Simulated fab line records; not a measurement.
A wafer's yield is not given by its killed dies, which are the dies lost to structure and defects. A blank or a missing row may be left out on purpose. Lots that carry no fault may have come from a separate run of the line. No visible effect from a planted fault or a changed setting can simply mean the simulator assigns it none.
Chamber matching | flow berkeley_cmos170 | UCB170_GATE_ETCH_15 on rie_si-01 has 4 sister chambers
The step etches poly-Si in HBr/Cl2, stops on SiO2, time 56.3 s, target depth 278.2 nm. 14 wafers are shown with their chamber, then 7 later ones without.

== WAFERS WITH THEIR CHAMBER ==
wafer  | chamber | throttle_valve_pct (%) | drypump_motor_current_A (A) | oes_product_au (a.u.)
L304.3 | 3       | 26.92                  | 5.7                         | 0.813
L304.5 | 0       | 26.71                  | 5.5                         | 0.831
L304.6 | 1       | 26.47                  | 6.3                         | 0.837
L308.1 | 2       | 26.30                  | 5.4                         | 0.844
L308.2 | 3       | 26.92                  | 5.8                         | 0.819
L308.5 | 1       | 26.46                  | 6.3                         | 0.832
L310.1 | 1       | 26.47                  | 6.2                         | 0.824
L310.3 | 3       | 26.92                  | 5.7                         | 0.803
L310.6 | 2       | 26.29                  | 5.4                         | 0.825
L320.3 | 2       | 26.32                  | 5.5                         | 0.858
L320.5 | 0       | 26.71                  | 5.4                         | 0.835
L320.6 | 1       | 26.48                  | 6.3                         | 0.844
L322.1 | 1       | 26.45                  | 6.3                         | 0.844
L322.3 | 3       | 26.92                  | 5.8                         | 0.836

SIGNATURES (averages over the wafers above)
reading                 | chamber 0 | chamber 1 | chamber 2 | chamber 3 | scatter within a chamber
throttle_valve_pct      | 26.7100   | 26.4660   | 26.3033   | 26.9200   | 0.00993
drypump_motor_current_A | 5.450     | 6.280     | 5.433     | 5.750     | 0.0545
oes_product_au          | 0.83300   | 0.83620   | 0.84233   | 0.81775   | 0.0119
Rule: a wafer's distance from a chamber is the root of the sum, over the readings, of the square of ((its reading less the chamber's mean) divided by the reading's scatter). The wafer belongs to the nearest chamber; if the next one is less than 2 further off, it can't be placed. How the scatter is found: for the shown wafers, subtract from each reading the mean of its chamber, square and add these, divide the total by (wafers less chambers), then take the root.

== WAFERS WITH NO CHAMBER GIVEN ==
wafer  | throttle_valve_pct (%) | drypump_motor_current_A (A) | oes_product_au (a.u.)
L322.6 | 26.46                  | 6.3                         | 0.854
L324.1 | 26.70                  | 5.5                         | 0.844
L324.3 | 26.45                  | 6.3                         | 0.842
L324.6 | 26.47                  | 6.3                         | 0.851
L326.1 | 26.47                  | 6.3                         | 0.847
L326.2 | 26.32                  | 5.4                         | 0.856
L326.4 | 26.70                  | 5.6                         | 0.841

== WHICH CHAMBER EACH ONE RAN IN ==
wafer  | from the rows above | in truth
L322.6 | 1                   | 1
L324.1 | 0                   | 0
L324.3 | 1                   | 1
L324.6 | 1                   | 1
L326.1 | 1                   | 1
L326.2 | 2                   | 2
L326.4 | 0                   | 0
7 of 7 placed correctly. Left unplaced by these rows: 0. Wrongly placed: 0.
